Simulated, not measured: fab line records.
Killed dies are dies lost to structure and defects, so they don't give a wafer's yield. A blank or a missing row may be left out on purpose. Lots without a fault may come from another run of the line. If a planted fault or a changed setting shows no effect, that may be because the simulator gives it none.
fab line records -- flow rit_cmos
record: lots: 13, wafers: 39, last_day: 8
route steps=202 shown PRETRO@70 FOX2@80 SPACER@128 M1@202
lots untouched by any fault: they come from a run of this same line in which no faults occurred
start_h: hours from the record's opening day to when the first of the lot's shown wafers began -- wait_h: hours from the lot's prior step to this one -- " repeats the value in the row above -- L1.1+2: a single row standing in for several wafers -- - no value present, or no start provided -- * or withheld: withheld -- < > ~ a bound
route shown NAME@n: a module of which the file shows steps, and the number in the route of the first -- usual: mean/standard deviation taken from wafers without a fault -- same: alike in all rows -- chamber/n: place in a boat -- sites: readings site by site -- _std_site: the standard deviation of these -- _edge_site: outer sites' mean less inner sites' -- radius_mm: how far each site lies from the wafer's centre -- mask NAME#n: copy n -- behind: tool/chamber where the wafer was last shaped -- hold: what put the lot on hold/how long, in hours/how the hold closed -- device: the transistor (n, p or np) that didn't switch -- end of line: the tests these same wafers got at the end of their route -- a step given without rows: its recipe and nothing more -- killed: at the first sort, the dies lost to defects and structure; wafer yield is something else -- map: a wafer's dies, x killed, . not, _ none there
set.NAME: the run value of the setting; set.NAME@STEP: its run value at that earlier step -- model.NAME: the simulator's own value behind a step, which no gauge read
route steps across a sampled set of lots; one table per step, one row per wafer
services: when a tool's chamber went out of use (start_h, in hours from the record's first day, below 0 if earlier), for how many hours, and the reason
== steps ==
step: RIT_PRETRO_OVL_MEAS_06
usual: PRETRO_OVL: 0.9/1.5
lot.wafer,tool,chamber,start_h,wait_h,PRETRO_OVL[nm]
L272.2,overlay-01,-,38.65,-,1.1
L272.4,overlay-01,-,38.65,-,1.3
L272.6,overlay-01,-,38.65,-,0.0
L276.1,overlay-02,-,59.95,-,0.2
L276.4,overlay-02,-,59.95,-,1.0
L276.5,overlay-02,-,59.95,-,0.6
L277.2,overlay-02,-,67.81,-,-2.7
L277.3,overlay-02,-,67.81,-,-0.8
L277.5,overlay-02,-,67.81,-,-2.1
L279.1,overlay-02,-,83.83,-,1.3
L279.2,overlay-02,-,83.83,-,0.8
L279.3,overlay-02,-,83.83,-,-0.4
L282.1,overlay-01,-,98.49,-,1.4
L282.2,overlay-01,-,98.49,-,1.8
L282.6,overlay-01,-,98.49,-,1.4
L283.1,overlay-01,-,105.78,-,-0.4
L283.2,overlay-01,-,105.78,-,-0.1
L283.6,overlay-01,-,105.78,-,-1.0
L285.3,overlay-01,-,111.68,-,2.2
L285.5,overlay-01,-,111.68,-,1.6
L285.6,overlay-01,-,111.68,-,2.0
L286.2,overlay-01,-,117.85,-,1.3
L286.4,overlay-01,-,117.85,-,0.4
L286.6,overlay-01,-,117.85,-,-1.1
L288.2,overlay-01,-,123.51,-,0.8
L288.3,overlay-01,-,123.51,-,0.1
L288.6,overlay-01,-,123.51,-,-1.1
L289.2,overlay-01,-,137.89,-,3.1
L289.4,overlay-01,-,137.89,-,2.2
L289.6,overlay-01,-,137.89,-,2.0
L291.2,overlay-01,-,138.48,-,3.5
L291.3,overlay-01,-,138.48,-,3.9
L291.4,overlay-01,-,138.48,-,4.6
L292.2,overlay-02,-,148.82,-,2.3
L292.4,overlay-02,-,148.82,-,0.7
L292.5,overlay-02,-,148.82,-,0.6
L293.3,overlay-02,-,150.82,-,-0.3
L293.4,overlay-02,-,150.82,-,0.6
L293.5,overlay-02,-,150.82,-,1.4
step: RIT_PRETRO_TW_MEAS_10
usual: PRETRO_TW: 477/4.3
lot.wafer,tool,chamber,start_h,wait_h,PRETRO_TW
L272.2,film_metro-03,-,39.26,0.1,473
L272.4,film_metro-03,-,39.26,0.1,473
L272.6,film_metro-03,-,39.26,0.1,471
L276.1,film_metro-01,-,60.57,0.1,483
L276.4,film_metro-01,-,60.57,0.1,482
L276.5,film_metro-01,-,60.57,0.1,482
L277.2,film_metro-03,-,68.43,0.1,474
L277.3,film_metro-03,-,68.43,0.1,473
L277.5,film_metro-03,-,68.43,0.1,475
L279.1,film_metro-04,-,84.44,0.1,476
L279.2,film_metro-04,-,84.44,0.1,477
L279.3,film_metro-04,-,84.44,0.1,477
L282.1,film_metro-04,-,99.10,0.1,475
L282.2,film_metro-04,-,99.10,0.1,474
L282.6,film_metro-04,-,99.10,0.1,475
L283.1,film_metro-04,-,106.39,0.1,473
L283.2,film_metro-04,-,106.39,0.1,474
L283.6,film_metro-04,-,106.39,0.1,475
L285.3,film_metro-03,-,112.36,0.1,474
L285.5,film_metro-03,-,112.36,0.1,474
L285.6,film_metro-03,-,112.36,0.1,473
L286.2,film_metro-04,-,118.47,0.1,475
L286.4,film_metro-04,-,118.47,0.1,475
L286.6,film_metro-04,-,118.47,0.1,474
L288.2,film_metro-01,-,124.13,0.1,480
L288.3,film_metro-01,-,124.13,0.1,483
L288.6,film_metro-01,-,124.13,0.1,482
L289.2,film_metro-04,-,139.06,0.1,471
L289.4,film_metro-04,-,139.06,0.1,477
L289.6,film_metro-04,-,139.06,0.1,478
L291.2,film_metro-03,-,139.56,0.1,476
L291.3,film_metro-03,-,139.56,0.1,477
L291.4,film_metro-03,-,139.56,0.1,471
L292.2,film_metro-04,-,149.44,0.1,478
L292.4,film_metro-04,-,149.44,0.1,473
L292.5,film_metro-04,-,149.44,0.1,472
L293.3,film_metro-03,-,151.69,0.1,471
L293.4,film_metro-03,-,151.69,0.1,473
L293.5,film_metro-03,-,151.69,0.1,474
step: RIT_FOX2_THK_MEAS_91
recipe: reads: SiO2_of_FOX2_OXIDATION_00
usual: FIELD_OXIDE_LEFT_2_THK: 241/7
lot.wafer,tool,chamber,start_h,wait_h,FIELD_OXIDE_LEFT_2_THK[nm]
L272.2,film_metro-02,-,39.74,0.0,249
L272.4,film_metro-02,-,39.74,0.0,249
L272.6,film_metro-02,-,39.74,0.0,250
L276.1,film_metro-03,-,61.04,0.0,251
L276.4,film_metro-03,-,61.04,0.0,248
L276.5,film_metro-03,-,61.04,0.0,250
L277.2,film_metro-03,-,68.92,0.0,241
L277.3,film_metro-03,-,68.92,0.0,236
L277.5,film_metro-03,-,68.92,0.0,241
L279.1,film_metro-02,-,84.95,0.0,237
L279.2,film_metro-02,-,84.95,0.0,236
L279.3,film_metro-02,-,84.95,0.0,240
L282.1,film_metro-03,-,99.63,0.0,238
L282.2,film_metro-03,-,99.63,0.0,240
L282.6,film_metro-03,-,99.63,0.0,243
L283.1,film_metro-01,-,106.86,0.0,245
L283.2,film_metro-01,-,106.86,0.0,247
L283.6,film_metro-01,-,106.86,0.0,242
L285.3,film_metro-02,-,112.85,0.0,249
L285.5,film_metro-02,-,112.85,0.0,255
L285.6,film_metro-02,-,112.85,0.0,249
L286.2,film_metro-03,-,118.95,0.0,241
L286.4,film_metro-03,-,118.95,0.0,241
L286.6,film_metro-03,-,118.95,0.0,248
L288.2,film_metro-02,-,124.60,0.0,236
L288.3,film_metro-02,-,124.60,0.0,232
L288.6,film_metro-02,-,124.60,0.0,238
L289.2,film_metro-01,-,139.54,0.0,229
L289.4,film_metro-01,-,139.54,0.0,221
L289.6,film_metro-01,-,139.54,0.0,228
L291.2,film_metro-03,-,140.04,0.0,235
L291.3,film_metro-03,-,140.04,0.0,236
L291.4,film_metro-03,-,140.04,0.0,235
L292.2,film_metro-01,-,149.94,0.0,244
L292.4,film_metro-01,-,149.94,0.0,238
L292.5,film_metro-01,-,149.94,0.0,246
L293.3,film_metro-02,-,152.17,0.0,244
L293.4,film_metro-02,-,152.17,0.0,237
L293.5,film_metro-02,-,152.17,0.0,231
step: RIT_SPACER_CVD_03
recipe: material: Si3N4, target_thk_nm: 250, temp_c: 810, precursor: SiH2Cl2/NH3, time_s: 3300, pressure_mtorr: 311.7, sih2cl2_flow_sccm: 60, nh3_flow_sccm: 150
lot.wafer,tool,chamber,start_h,wait_h
L272.2+4+6,lpcvd-02,1,56.23,0.0
L276.1+4+5,lpcvd-01,1,82.82,0.0
L277.2+3+5,lpcvd-02,0,92.38,0.0
L279.1+2+3,lpcvd-01,0,105.40,0.0
L282.1+2+6,lpcvd-01,1,127.65,3.0
L283.1+2+6,lpcvd-01,0,127.65,3.4
L285.3+5+6,lpcvd-01,1,132.68,0.0
L286.2+4+6,lpcvd-02,0,141.68,0.0
L288.2+3+6,lpcvd-01,1,143.09,1.3
L289.2+4+6,lpcvd-02,1,154.85,0.2
L291.2+3+4,lpcvd-01,0,155.72,0.0
L292.2+4+5,lpcvd-01,1,164.50,0.0
L293.3+4+5,lpcvd-02,0,169.73,0.6
step: RIT_SPACER_THK_MEAS_04
recipe: reads: Si3N4_of_SPACER_CVD_03
usual: SPACER_NITRIDE_THK: 253.3/2.3
lot.wafer,tool,chamber,start_h,wait_h,SPACER_NITRIDE_THK[nm]
L272.2,film_metro-03,-,60.55,0.0,253.9
L272.4,film_metro-03,-,60.55,0.0,253.5
L272.6,film_metro-03,-,60.55,0.0,254.5
L276.1,film_metro-03,-,84.73,0.0,249.1
L276.4,film_metro-03,-,84.73,0.0,251.7
L276.5,film_metro-03,-,84.73,0.0,249.6
L277.2,film_metro-03,-,94.30,0.0,252.6
L277.3,film_metro-03,-,94.30,0.0,254.3
L277.5,film_metro-03,-,94.30,0.0,252.6
L279.1,film_metro-03,-,107.32,0.0,250.5
L279.2,film_metro-03,-,107.32,0.0,249.0
L279.3,film_metro-03,-,107.32,0.0,249.1
L282.1,film_metro-03,-,129.57,0.0,255.7
L282.2,film_metro-03,-,129.57,0.0,254.8
L282.6,film_metro-03,-,129.57,0.0,257.4
L283.1,film_metro-01,-,129.57,0.0,253.0
L283.2,film_metro-01,-,129.57,0.0,253.6
L283.6,film_metro-01,-,129.57,0.0,254.9
L285.3,film_metro-04,-,134.61,0.0,255.8
L285.5,film_metro-04,-,134.61,0.0,253.2
L285.6,film_metro-04,-,134.61,0.0,252.1
L286.2,film_metro-04,-,143.61,0.0,258.0
L286.4,film_metro-04,-,143.61,0.0,259.1
L286.6,film_metro-04,-,143.61,0.0,256.6
L288.2,film_metro-03,-,145.02,0.0,253.4
L288.3,film_metro-03,-,145.02,0.0,253.7
L288.6,film_metro-03,-,145.02,0.0,254.7
L289.2,film_metro-04,-,156.77,0.0,166.7
L289.4,film_metro-04,-,156.77,0.0,167.2
L289.6,film_metro-04,-,156.77,0.0,167.4
L291.2,film_metro-04,-,157.64,0.0,248.2
L291.3,film_metro-04,-,157.64,0.0,251.7
L291.4,film_metro-04,-,157.64,0.0,251.6
L292.2,film_metro-03,-,166.42,0.0,251.7
L292.4,film_metro-03,-,166.42,0.0,249.8
L292.5,film_metro-03,-,166.42,0.0,248.4
L293.3,film_metro-01,-,171.66,0.0,254.7
L293.4,film_metro-01,-,171.66,0.0,254.2
L293.5,film_metro-01,-,171.66,0.0,253.7
step: RIT_SPACER_ETCHBACK_05
recipe: target_depth_a: 2500, SF6_flow_sccm: 30, CHF3_flow_sccm: 30, target: Si3N4, chemistry: SF6/CHF3, pressure_mtorr: 40, rf_w: 250, time_s: 240, stop_on: SiO2
usual: SF6_flow_sccm: 30.01/0.09, drypump_motor_current_A: 5.9/0.42, oes_product_au: 0.856/0.014, throttle_valve_pct: 10.31/0.089
lot.wafer,tool,chamber,start_h,wait_h,SF6_flow_sccm,drypump_motor_current_A,oes_product_au,rf_hours_counter_h,throttle_valve_pct
L272.2,rie_diel-04,2,60.60,0.0,30.17,6.3,0.857,81,10.19
L272.4,rie_diel-04,3,60.60,0.0,29.87,6.1,0.833,101,10.29
L272.6,rie_diel-04,2,60.60,0.0,30.17,6.3,0.866,-,10.19
L276.1,rie_diel-04,1,84.79,0.1,30.06,5.2,0.857,7,10.27
L276.4,rie_diel-04,2,84.79,0.1,30.02,6.3,0.856,81,10.18
L276.5,rie_diel-04,0,84.79,0.1,30.04,5.0,0.857,-,10.15
L277.2,rie_diel-04,1,94.35,0.0,29.84,5.2,0.861,7,10.30
L277.3,rie_diel-04,2,94.35,0.0,29.93,6.3,0.859,82,10.19
L277.5,rie_diel-04,2,94.35,0.0,30.09,6.3,0.851,-,10.19
L279.1,rie_diel-03,0,107.38,0.1,30.01,5.9,0.842,22,10.39
L279.2,rie_diel-03,1,107.38,0.1,30.15,5.6,0.853,7,10.44
L279.3,rie_diel-03,2,107.38,0.1,29.99,6.3,0.830,26,10.32
L282.1,rie_diel-03,1,129.63,0.1,29.93,5.6,0.865,7,10.45
L282.2,rie_diel-03,2,129.63,0.1,29.97,6.3,0.839,26,10.31
L282.6,rie_diel-03,0,129.63,0.1,29.88,5.9,0.855,-,10.38
L283.1,rie_diel-04,0,129.63,0.1,30.08,5.1,0.864,3,10.16
L283.2,rie_diel-04,1,129.63,0.1,30.10,5.2,0.863,7,10.28
L283.6,rie_diel-04,1,129.63,0.1,30.10,5.2,0.871,-,10.29
L285.3,rie_diel-03,2,134.65,0.0,29.98,6.3,0.844,26,10.33
L285.5,rie_diel-03,0,134.65,0.0,29.83,5.9,0.850,-,10.39
L285.6,rie_diel-03,3,134.65,0.0,30.06,6.1,0.857,-,10.32
L286.2,rie_diel-03,1,143.66,0.0,29.89,5.6,0.868,8,10.47
L286.4,rie_diel-03,3,143.66,0.0,29.93,6.1,0.875,1,10.33
L286.6,rie_diel-03,0,143.66,0.0,30.14,5.9,0.851,-,10.39
L288.2,rie_diel-04,1,145.07,0.0,30.18,5.2,0.864,8,10.30
L288.3,rie_diel-04,3,145.07,0.0,30.13,6.1,0.838,102,10.30
L288.6,rie_diel-04,3,145.07,0.0,30.05,6.1,0.845,-,10.30
L289.2,rie_diel-04,2,156.82,0.0,29.87,6.3,0.644,83,10.11
L289.4,rie_diel-04,0,156.82,0.0,29.88,5.0,0.650,4,10.07
L289.6,rie_diel-04,0,156.82,0.0,30.05,5.1,0.656,-,10.10
L291.2,rie_diel-01,1,157.69,0.0,29.96,5.9,0.857,7,10.38
L291.3,rie_diel-01,0,157.69,0.0,30.02,6.0,0.874,33,10.25
L291.4,rie_diel-01,2,157.69,0.0,30.10,6.0,0.832,19,10.26
L292.2,rie_diel-03,2,166.47,0.0,30.17,6.3,0.837,27,10.31
L292.4,rie_diel-03,1,166.47,0.0,29.85,5.6,0.848,8,10.45
L292.5,rie_diel-03,3,166.47,0.0,30.07,6.1,0.852,-,10.33
L293.3,rie_diel-03,3,171.70,0.0,29.81,6.1,0.862,1,10.33
L293.4,rie_diel-03,1,171.70,0.0,30.00,5.6,0.869,8,10.47
L293.5,rie_diel-03,0,171.70,0.0,30.00,5.9,0.848,-,10.38
step: RIT_M1_PROBE_99
usual: killed_at_M0_to_M3: 0.0/0.14, killed_at_contacts: 0.1/0.29, killed_at_front_end: 7/3.1, killed_dies: 7/3.1, killed_open: 3.4/1.9, killed_short: 3.6/2.1
same: gross_dies: 264, killed_at_M4_up: 0, killed_at_back_side: 0, killed_at_other: 0
lot.wafer,tool,chamber,start_h,wait_h,killed_at_M0_to_M3,killed_at_contacts,killed_at_front_end,killed_dies,killed_open,killed_short
L277.2,prober-01,-,105.66,0.1,0,0,9,9,1,8
L277.3,prober-01,-,105.71,0.2,0,0,13,13,7,6
L277.5,prober-01,-,105.81,0.2,0,0,3,3,2,1
L282.1,prober-01,-,143.91,0.1,0,1,2,3,2,1
L282.2,prober-01,-,143.96,0.1,0,0,11,11,7,4
L282.6,prober-01,-,144.16,0.2,0,1,15,16,5,11
L286.2,prober-02,-,155.07,0.1,0,0,5,5,4,1
L286.4,prober-02,-,155.17,0.2,0,0,7,7,4,3
L286.6,prober-02,-,155.27,0.2,0,0,5,5,3,2
killed by level:class
L277.2 GATE:geometric_particle:short=7 FOX2:geometric_particle:short=1 GATE:geometric_particle:open=1
L277.3 GATE:geometric_particle:short=3 GATE:geometric_particle:open=3 SILICIDE:geometric_particle:open=2 FOX1:geometric_particle:short=1 REOX:geometric_particle:short=1 REOX:geometric_particle:open=1 SPACER:geometric_particle:open=1 SILICIDE:geometric_particle:short=1
L277.5 GATE:geometric_particle:open=1 REOX:geometric_particle:short=1 SILICIDE:geometric_particle:open=1
L282.1 REOX:geometric_particle:open=1 SILICIDE:geometric_particle:short=1 CONTACT:geometric_particle:open=1
L282.2 REOX:geometric_particle:open=3 GATE:geometric_particle:open=2 SILICIDE:geometric_particle:short=2 FOX2:geometric_particle:open=1 GATE:geometric_particle:short=1 REOX:geometric_particle:short=1 SILICIDE:geometric_particle:open=1
L282.6 FOX2:geometric_particle:short=5 REOX:geometric_particle:short=2 FOX1:geometric_particle:short=1 FOX2:geometric_particle:open=1 GATE:geometric_particle:open=1 GATE:geometric_particle:short=1 REOX:geometric_particle:open=1 SPACER:geometric_particle:open=1
L286.2 GATE:geometric_particle:open=2 FOX1:geometric_particle:open=1 SPACER:geometric_particle:open=1 SPACER:geometric_particle:short=1
L286.4 FOX1:geometric_particle:open=3 SPACER:geometric_particle:short=2 GATE:geometric_particle:short=1 SPACER:geometric_particle:open=1
L286.6 GATE:geometric_particle:open=3 SPACER:geometric_particle:short=2
== services ==
tool,chamber,start_h,hours,kind
rie_diel-04,-,39.98,0.3,repair
rie_diel-01,1,77.86,14.2,repair
lpcvd-02,-,97.85,1.1,repair
rie_diel-03,3,104.68,-,clean
rie_diel-03,3,104.68,14.0,scheduled_down
rie_diel-03,3,104.68,14.0,vent_cycle
rie_diel-04,1,105.06,19.3,repair
rie_diel-04,-,112.98,0.6,repair
lpcvd-02,-,118.05,2.8,pm
rie_diel-04,2,120.54,1.5,repair
lpcvd-02,-,123.72,6.1,pm
rie_diel-01,2,142.01,5.6,repair
rie_diel-04,2,147.35,6.5,repair
rie_diel-04,1,168.29,6.2,repair
== key ==
first_sign: step: RIT_SPACER_THK_MEAS_04, reading: SPACER_NITRIDE_THK, direction: down, sigmas: 37, usual: 253.3, struck: 167.1
effect: step: RIT_SPACER_ETCHBACK_05, reading: oes_product_au, direction: down, sigmas: 14, usual: 0.856, struck: 0.650
met_at RIT_SPACER_CVD_03
struck_lots L289
struck_wafers L289.2,L289.4,L289.6
tester_left_out L289
not_acting_at RIT_PRETRO_OVL_MEAS_06,RIT_PRETRO_TW_MEAS_10,RIT_FOX2_THK_MEAS_91
onset_between 56.23 154.85
fault: kind: process_parameter_drift, tool: lpcvd-02, chamber: 1, onset_h: 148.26, steps: RIT_SPACER_CVD_03, channel: target_thk_nm, offset: -82.5, shape: step, end_h: 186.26, acts_in: these_recipes_only, stated: 250
tester_left_out: of these lots the tester's yield and bins aren't shown, on N5 and GAA mostly nor the transistor test; their killed dies are dies lost to structure and defects alone, not to doping, threshold or leakage, so they don't give the yield
